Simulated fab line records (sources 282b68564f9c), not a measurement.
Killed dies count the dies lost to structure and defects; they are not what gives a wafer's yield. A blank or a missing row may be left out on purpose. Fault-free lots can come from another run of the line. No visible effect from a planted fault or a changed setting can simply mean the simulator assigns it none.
A lot that was struck, set against a sound lot | flow rit cmos | 34 steps out of a route of 202
Sound: these wafers, L772.3, L772.4, L772.5. Struck: wafers L782.2, L782.4, L782.5. The cause is given at the end.
Each step with rows lists, per side, the tool, then ch with its chambers, then its first start. Under that, the readings that differ: sound wafers | struck wafers | difference of the means | sigmas: that difference in standard deviations of wafers without a fault.
alike: readings whose means differ by less than 2 such deviations, and words and numbers that are the same on both sides. not compared: withheld readings, readings that some wafer has no value for, bounds like >300 that may hide the same value, and numbers for which the record gives no deviation and whose values overlap.
The two part at a step that has a row with sigmas, a row that says differs or no value, or rows on one side only. When numbers do not overlap yet have no deviation, they are printed without sigmas and do not part them. Lack of a reading on every wafer of one side parts them only where that side has two or more wafers.

first, 2 steps without rows for these wafers: RIT_SPACER_CLEAN_02 (cleans in SC2, time 600 s); RIT_SPACER_CVD_03 (deposits Si3N4 from SiH2Cl2/NH3, target thk 250 nm, time 3300 s).
RIT_SPACER_THK_MEAS_04:
  sound on film metro-03, day 4 10:07; struck on film metro-01, day 7 02:20
  alike: SPACER_NITRIDE_THK
RIT_SPACER_ETCHBACK_05: etches Si3N4 in SF6/CHF3, stops on SiO2, target depth 250 nm, time 240 s.
  sound on rie diel-02 ch 0,1, day 4 10:10; struck on rie diel-04 ch 0,2,3, day 7 02:23
  alike: SF6_flow_sccm, drypump motor current A, oes product au, throttle valve pct
  not compared: rf hours counter h
then, 6 steps without rows for these wafers: RIT_NSD_HMDS_00 (prime time 60 s); RIT_NSD_COAT_01 (resist thk 1000 nm); RIT_NSD_SOFTBAKE_02 (time 60 s); RIT_NSD_EXPOSE_03 (exposes mask M9, target cd 40700 nm); RIT_NSD_PEB_04; RIT_NSD_DEVELOP_05 (develop time 50 s).
RIT_NSD_OVL_MEAS_06:
  sound on overlay-02, day 4 11:20; struck on overlay-02, day 7 03:23
  reading      | sound         | struck         | difference | sigmas
  NSD_OVL (nm) | -0.9 -0.7 0.8 | -3.0 -3.9 -3.8 | -3.3       | -2
then, 1 step without rows for these wafers: RIT_NSD_HARDBAKE_07 (time 60 s).
RIT_NSD_IMPLANT_08:
  sound on implanter-04 ch 0, day 4 11:34; struck on implanter-02 ch 0, day 7 03:35
  reading                          | sound                            | struck                        | difference | sigmas
  dose ions cm2                    | 1.0006e+15 1.0002e+15 1.0003e+15 | 5.509e+14 5.508e+14 5.507e+14 | -4.496e+14 | -99 or more
  end station pressure torr (Torr) | 7.2e-06 7.9e-06 7.6e-06          | 6.5e-06 6.2e-06 5.7e-06       | -1.4e-06   | -3
  faraday current uA               | 3105 3208 3049                   | 1747 1753 1730                | -1377      | -22
  alike: beam energy keV
RIT_NSD_STRIP_09: strips in O2, time 180 s.
  sound on plasma asher-02 ch 0,1, day 4 11:43; struck on plasma asher-01 ch 0,1, day 7 03:43
  reading                     | sound       | struck      | difference | sigmas
  drypump motor current A (A) | 6.5 5.9 5.9 | 5.4 4.9 4.9 | -1.0       | -2
  not compared: rf hours counter h
RIT_NSD_TW_MEAS_10:
  sound on film metro-01, day 4 11:52; struck on film metro-03, day 7 03:54
  reading | sound          | struck         | difference | sigmas
  NSD_TW  | 3111 3103 3124 | 2752 2768 2767 | -350       | -12
then, 6 steps without rows for these wafers: RIT_PSD_HMDS_00 (prime time 60 s); RIT_PSD_COAT_01 (resist thk 1000 nm); RIT_PSD_SOFTBAKE_02 (time 60 s); RIT_PSD_EXPOSE_03 (exposes mask M10, target cd 40900 nm); RIT_PSD_PEB_04; RIT_PSD_DEVELOP_05 (develop time 50 s).
RIT_PSD_OVL_MEAS_06:
  sound on overlay-01, day 4 12:53; struck on overlay-02, day 7 04:48
  alike: PSD_OVL
then, 2 steps without rows for these wafers: RIT_PSD_HARDBAKE_07 (time 60 s); RIT_PSD_IMPLANT_08.
RIT_PSD_STRIP_09: strips in O2, time 180 s.
  sound on plasma asher-02 ch 0,1, day 4 13:16; struck on plasma asher-03 ch 0,1, day 7 05:08
  alike: drypump motor current A
  not compared: rf hours counter h
RIT_PSD_TW_MEAS_10:
  sound on film metro-03, day 4 13:24; struck on film metro-04, day 7 05:19
  alike: PSD_TW
then, 3 steps without rows for these wafers: RIT_SDANNEAL_CLEAN_00 (cleans in SC1, time 600 s); RIT_SDANNEAL_CLEAN_01 (cleans in dHF, time 30 s); RIT_SDANNEAL_CLEAN_02 (cleans in SC2, time 600 s).
RIT_SDANNEAL_RTA_03: time 5 s.
  sound on rtp anneal-01 ch 0, day 4 13:50; struck on rtp anneal-02 ch 0, day 7 05:45
  alike: ramp up c per s, wafer_temp_C_max
RIT_SDANNEAL_RS_MEAS_04: measures by four-point-probe.
  sound on film metro-03, day 4 13:55; struck on film metro-01, day 7 05:49
  alike: PSD_RS
RIT_SDANNEAL_RS_MEAS_05: measures by four-point-probe.
  sound on film metro-03, day 4 14:02; struck on film metro-01, day 7 05:56
  reading         | sound             | struck               | difference | sigmas
  NSD_RS (ohm/sq) | 84.47 84.68 84.71 | 137.52 136.53 137.13 | +52.44     | +99 or more
RIT_SDANNEAL_RS_MEAS_06: measures by four-point-probe.
  sound on film metro-03, day 4 14:09; struck on film metro-01, day 7 06:03
  alike: PLDD_RS
RIT_M1_PROBE_99:
  sound on prober-01, day 4 21:35; struck on prober-02, day 7 13:28
  reading                              | sound             | struck            | difference | sigmas
  model.etest.nmos_0p3.r on ohm um     | 2100 2100 2080    | 2429 2453 2484    | +362       |
  model.etest.nmos_0p15.r on ohm um    | 1117 1089 1082    | 1258 1277 1325    | +191       |
  model.etest.contact nplus.end ohm um | 40.75 40.2 40.18  | 100.3 102.2 105.1 | +62.2      |
  model.etest.nmos_0p15.drive ua um    | 476.4 474.1 476.3 | 429 425.9 423     | -50        |
  model.etest.nmos narrow.drive ua um  | 241.6 234.9 233.9 | 192.6 191.6 193.4 | -44.3      |
  model.etest.nmos_0p3.drive ua um     | 236.6 230.6 232.9 | 190.4 190.3 191.4 | -42.7      |
  model.etest.nmos turned.drive ua um  | 339.7 315.9 330.3 | 312.2 311.8 312.9 | -16.3      |
  model.etest.ring.delay ps            | 26.75 26.7 26.67  | 27.64 27.75 28.3  | +1.19      |
  alike: killed at contacts, killed at front end, killed dies, killed open, killed short

WHERE THEY PART
First at RIT_NSD_OVL_MEAS_06; last, within this record, at RIT_SDANNEAL_RS_MEAS_05. Later steps at which nothing parts them and some readings are alike: RIT_SDANNEAL_RS_MEAS_06, RIT_M1_PROBE_99.

WHY: whatever the simulator had introduced
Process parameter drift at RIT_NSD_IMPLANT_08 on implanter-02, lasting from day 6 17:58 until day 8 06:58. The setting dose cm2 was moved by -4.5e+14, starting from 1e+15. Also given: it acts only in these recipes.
